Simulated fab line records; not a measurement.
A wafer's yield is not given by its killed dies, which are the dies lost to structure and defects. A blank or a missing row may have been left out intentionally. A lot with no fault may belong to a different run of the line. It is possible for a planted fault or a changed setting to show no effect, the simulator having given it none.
Struck lot and sound lot, side by side	flow berkeley-cmos170	19 out of 331 route steps
Sound: the wafers L131.3, L131.5, L131.6. Wafers L123.3, L123.4, L123.5 were the ones struck. Last of all comes the cause.
Per side, at each step with rows, come the tool, then ch with its chambers, and then its first start. Under that, the readings that differ: sound wafers	struck wafers	difference of the means	sigmas: that difference in standard deviations of wafers without a fault.
alike: words and numbers the same on both sides, and readings whose means are apart by under 2 such deviations; not compared: readings that were withheld, readings missing a value for some wafer, numbers with overlapping values and no deviation given by the record, and bounds like >300 which may hide the same value.
A row with sigmas, a row that says differs or no value, or rows on one side alone: a step with any of these is where the two part. Numbers that have no deviation but don't overlap get no sigmas and don't part them. Lack of a reading on every wafer of one side parts them only where that side has two or more wafers.

first, 5 steps without rows for these wafers: UCB170_PSD_COAT_01 (resist thk 900 nm); UCB170_PSD_SOFTBAKE_02 (time 60 s); UCB170_PSD_EXPOSE_03 (exposes mask PSELECT MOD, target cd 1200 nm); UCB170_PSD_PEB_04; UCB170_PSD_DEVELOP_05 (develop time 45 s).
UCB170_PSD_CD_MEAS_06: target cd 1200 nm.
  sound: cd-sem-02 at day 10 07:21; struck: cd-sem-01 at day 9 04:14
  alike: cd-nm
UCB170_PSD_OVL_MEAS_07:
  sound: overlay-02 at day 10 07:26; struck: overlay-02 at day 9 04:20
  alike: PSD_OVL
then, 1 step without rows for these wafers: UCB170_PSD_IMPLANT_08.
UCB170_PSD_STRIP_09: strips in O2.
  sound on plasma-asher-03 ch 0,1, day 10 07:38; struck on plasma-asher-01 ch 0,1, day 9 04:32
  alike: drypump-motor-current-A, oes-product-au, strip-time-to-endpoint-s
  not compared: rf-hours-counter-h
UCB170_PSD_TW_MEAS_10:
  sound: film-metro-01 at day 10 07:44; struck: film-metro-03 at day 9 04:37
reading	sound	struck	difference	sigmas
PSD_TW	2283 2302 2281	2341 2335 2350	+53	+2
then, 2 steps without rows for these wafers: UCB170_PSD_CLEAN_11 (cleans in SPM, time 600 s); UCB170_NSD_HMDS_00 (prime time 60 s).
UCB170_NSD_COAT_01: resist thk 900 nm.
  sound on litho-track-03 ch 0, day 10 09:35; struck on litho-track-04, day 9 06:29
  no value came back on the struck wafers for chill-plate-temp-C (C), dispense-pressure-kPa (kPa); on the sound wafers chill-plate-temp-C (C) reads 23.01 22.90 22.94
then, 4 steps without rows for these wafers: UCB170_NSD_SOFTBAKE_02 (time 60 s); UCB170_NSD_EXPOSE_03 (exposes mask NSELECT MOD, target cd 1200 nm); UCB170_NSD_PEB_04; UCB170_NSD_DEVELOP_05 (develop time 45 s).
UCB170_NSD_CD_MEAS_06: target cd 1200 nm.
  sound: cd-sem-02 at day 10 11:09; struck: cd-sem-02 at day 9 07:45
reading	sound	struck	difference	sigmas
cd-nm (nm)	1201.0 1200.7 1200.4	- - -	no value on the struck wafers	
UCB170_NSD_OVL_MEAS_07:
  sound: overlay-01 at day 10 11:14; struck: overlay-02 at day 9 07:50
reading	sound	struck	difference	sigmas
NSD_OVL (nm)	1 8 -6	- - -	no value on the struck wafers	

## WHERE THEY PART
Last at UCB170_NSD_OVL_MEAS_07 as far as this record goes, first at UCB170_PSD_TW_MEAS_10.

WHY: what the simulator had put in
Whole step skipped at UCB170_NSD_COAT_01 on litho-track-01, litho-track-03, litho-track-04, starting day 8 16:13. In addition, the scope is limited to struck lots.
